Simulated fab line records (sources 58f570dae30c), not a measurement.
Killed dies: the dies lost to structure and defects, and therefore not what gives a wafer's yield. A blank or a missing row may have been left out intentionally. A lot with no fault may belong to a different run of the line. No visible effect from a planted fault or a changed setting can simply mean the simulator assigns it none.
Which tool is to blame? | flow berkeley cmos170 | 14 lots, 42 wafers sampled, at 5 steps of a route of 331

## WHAT EACH GAUGE READ, for each wafer
UCB170_NWELL_THK_MEAS_05. Usual: for NWELL_NITRIDE_THK the level is 224.7 nm and the standard deviation is 1.9.
lot  | measured    | on            | NWELL_NITRIDE_THK (nm) | flag
L811 | day 2 10:41 | film metro-03 | 223.9 226.4 225.2      |
L812 | day 2 12:48 | film metro-01 | 222.4 222.5 221.5      |
L813 | day 2 12:48 | film metro-03 | 225.5 225.4 225.4      |
L816 | day 3 02:05 | film metro-01 | 226.5 224.9 225.4      |
L817 | day 3 11:05 | film metro-01 | 224.6 227.0 223.6      |
L818 | day 3 18:01 | film metro-01 | 223.6 222.5 222.8      |
L819 | day 4 00:23 | film metro-01 | 224.7 224.1 224.6      |
L821 | day 4 12:42 | film metro-04 | 222.1 221.5 223.2      |
L822 | day 4 12:42 | film metro-01 | 222.0 222.8 224.4      |
L824 | day 5 00:32 | film metro-01 | 206.0 204.3 205.1      | OFF
L825 | day 5 07:46 | film metro-01 | 204.5 206.4 204.7      | OFF
L832 | day 6 19:11 | film metro-01 | 227.1 226.5 226.0      |
L833 | day 6 19:10 | film metro-03 | 222.2 223.1 221.2      |
L834 | day 7 00:49 | film metro-01 | 228.3 228.2 226.0      |

UCB170_NWELL_OVL_MEAS_12. Usual: for NWELL_OVL the level is 3 nm and the standard deviation is 4.6.
lot  | measured    | on         | NWELL_OVL (nm) | flag
L811 | day 2 12:20 | overlay-01 | 7 0 0          |
L812 | day 2 13:58 | overlay-02 | 3 -5 6         |
L813 | day 2 17:01 | overlay-02 | 1 6 -7         |
L816 | day 3 03:28 | overlay-01 | -3 -2 1        |
L817 | day 3 12:13 | overlay-01 | 7 4 10         |
L818 | day 3 19:16 | overlay-02 | 4 8 0          |
L819 | day 4 02:26 | overlay-02 | 2 -2 -6        |
L821 | day 4 14:15 | overlay-01 | -4 -6 -1       |
L822 | day 4 14:14 | overlay-02 | -7 -1 -3       |
L824 | day 5 01:39 | overlay-01 | 2 8 -1         |
L825 | day 5 08:40 | overlay-01 | 9 1 -2         |
L832 | day 6 20:35 | overlay-01 | 1 -8 7         |
L833 | day 6 20:25 | overlay-02 | 10 4 3         |
L834 | day 7 01:43 | overlay-01 | 3 1 -2         |

UCB170_FIELD_THK_MEAS_02. Usual: for FIELD_OXIDE_THK the level is 556 nm and the standard deviation is 8.7.
lot  | measured    | on            | FIELD_OXIDE_THK (nm) | flag
L811 | day 4 14:48 | film metro-02 | 552 556 553          |
L812 | day 4 21:56 | film metro-01 | 549 562 557          |
L813 | day 4 21:56 | film metro-02 | 546 551 556          |
L816 | day 5 09:55 | film metro-04 | 549 536 545          |
L817 | day 5 23:02 | film metro-01 | 551 555 552          |
L818 | day 5 23:02 | film metro-02 | 560 560 559          |
L819 | day 6 15:08 | film metro-02 | 580 581 576          |
L821 | day 6 20:48 | film metro-04 | 566 569 566          |
L822 | day 6 20:48 | film metro-02 | 563 548 552          |
L824 | day 7 09:08 | film metro-02 | 549 549 544          |
L825 | day 7 20:22 | film metro-04 | 547 545 552          |
L832 | day 8 22:58 | film metro-04 | 559 548 547          |
L833 | day 8 22:56 | film metro-02 | 549 558 555          |
L834 | day 9 05:38 | film metro-01 | 550 559 557          |

## WHAT TOOL EACH LOT RAN ON (gives the tool, then ch and the chambers of the sampled wafers, and finally the start)
lot  | UCB170_NWELL_CVD_04        | UCB170_ACTIVE_STRIP_16
L811 | lpcvd-01 ch 0, day 2 08:44 | plasma asher-03 ch 0,1, day 4 06:05
L812 | lpcvd-02 ch 1, day 2 10:52 | plasma asher-03 ch 0,1, day 4 14:14
L813 | lpcvd-02 ch 0, day 2 10:52 | plasma asher-04 ch 0,1, day 4 14:09
L816 | lpcvd-01 ch 0, day 3 00:05 | plasma asher-03 ch 0,1, day 4 22:52
L817 | lpcvd-02 ch 0, day 3 09:08 | plasma asher-03 ch 0,1, day 5 12:07
L818 | lpcvd-02 ch 0, day 3 16:05 | plasma asher-03 ch 1, day 5 17:38
L819 | lpcvd-02 ch 0, day 3 22:18 | plasma asher-01 ch 0, day 6 06:25
L821 | lpcvd-02 ch 1, day 4 10:46 | plasma asher-03 ch 0,1, day 6 13:20
L822 | lpcvd-02 ch 1, day 4 10:46 | plasma asher-04 ch 0,1, day 6 12:26
L824 | lpcvd-02 ch 1, day 4 22:34 | plasma asher-03 ch 0,1, day 7 00:13
L825 | lpcvd-02 ch 1, day 5 05:50 | plasma asher-04 ch 0,1, day 7 11:17
L832 | lpcvd-01 ch 1, day 6 17:14 | plasma asher-04 ch 0,1, day 8 16:30
L833 | lpcvd-01 ch 1, day 6 17:14 | plasma asher-01 ch 0,1, day 8 16:43
L834 | lpcvd-01 ch 0, day 6 22:52 | plasma asher-03 ch 0,1, day 8 23:05
- UCB170_NWELL_CVD_04: deposits Si3N4 from SiH2Cl2/NH3, target thk 224 nm, time 3360 s.
- UCB170_ACTIVE_STRIP_16: strips in O2.

## AS READ BY THE TOOLS THEMSELVES (means over the sampled wafers that have a number; for cases with no such wafer, the mark the record gives instead)
UCB170_NWELL_CVD_04. Usual: spike tc load C 822.5 C, standard deviation 1.5; zone power centre pct 37 %, standard deviation 3.2.
lot  | tool     | spike tc load C (C) | zone power centre pct (%) | flag
L811 | lpcvd-01 | 821.2               | 40                        |
L812 | lpcvd-02 | 824.0               | 33                        |
L813 | lpcvd-02 | 822.1               | 34                        |
L816 | lpcvd-01 | 821.5               | 39                        |
L817 | lpcvd-02 | 822.4               | 34                        |
L818 | lpcvd-02 | 822.0               | 33                        |
L819 | lpcvd-02 | 822.3               | 34                        |
L821 | lpcvd-02 | 825.1               | 33                        |
L822 | lpcvd-02 | 824.9               | 33                        |
L824 | lpcvd-02 | 824.9               | 33                        |
L825 | lpcvd-02 | 824.6               | 32                        |
L832 | lpcvd-01 | 822.2               | 39                        |
L833 | lpcvd-01 | 821.3               | 40                        |
L834 | lpcvd-01 | 821.0               | 40                        |

UCB170_ACTIVE_STRIP_16. Usual: drypump motor current A 5.73 A, standard deviation 0.21; oes product au 0.721 a.u., standard deviation 0.0046; strip time to endpoint s 18.12 s, standard deviation 0.12.
lot  | tool            | drypump motor current A (A) | oes product au (a.u.) | strip time to endpoint s (s) | flag
L811 | plasma asher-03 | 5.84                        | 0.723                 | 18.18                        |
L812 | plasma asher-03 | 5.74                        | 0.721                 | 18.20                        |
L813 | plasma asher-04 | 6.02                        | 0.717                 | 18.03                        |
L816 | plasma asher-03 | 5.73                        | 0.724                 | 18.12                        |
L817 | plasma asher-03 | 5.75                        | 0.725                 | 18.06                        |
L818 | plasma asher-03 | 5.66                        | 0.720                 | 18.04                        |
L819 | plasma asher-01 | 5.57                        | 0.720                 | 18.11                        |
L821 | plasma asher-03 | 5.74                        | 0.721                 | 18.09                        |
L822 | plasma asher-04 | 6.02                        | 0.724                 | 18.10                        |
L824 | plasma asher-03 | 5.73                        | 0.719                 | 17.99                        |
L825 | plasma asher-04 | 5.94                        | 0.721                 | 18.00                        |
L832 | plasma asher-04 | 6.02                        | 0.717                 | 18.13                        |
L833 | plasma asher-01 | 5.46                        | 0.721                 | 17.93                        |
L834 | plasma asher-03 | 5.81                        | 0.722                 | 18.20                        |

## THE ANSWER, worked out from the rows above alone
Rule: lot off if the mean of its wafers having a number is beyond 3 standard deviations from the usual mean. Also off: a lot with no number at a reading for which 4 or more lots have one. All remaining lots with rows at the step are treated as sound. First the gauges in route order, then the tools' own readings, where a lot's mean is used as printed above. At the first step where some lot is off, the reading lying furthest off is the one used; lots without a number count as furthest.
Off: at UCB170_NWELL_THK_MEAS_05 (NWELL_NITRIDE_THK), L824, L825.
A tool fits if, at a process step before that reading, it ran every lot that is off, and no sound lot after the first of them. Those tools and the gauges at UCB170_NWELL_THK_MEAS_05 are tried in the same way. One fits: UCB170_NWELL_CVD_04 on lpcvd-02. Its last sound lot is L821 (day 4 10:46), its first lot that is off L824 (day 4 22:34): a fault that began between those two fits.

## WHAT HAD BEEN PUT IN BY THE SIMULATOR
Site profile drift: lpcvd-02, from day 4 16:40 on, at UCB170_NWELL_CVD_04. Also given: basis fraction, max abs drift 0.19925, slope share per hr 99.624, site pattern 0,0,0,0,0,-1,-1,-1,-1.
Struck lots among those shown: L824, L825. This agrees with what the rule above found.
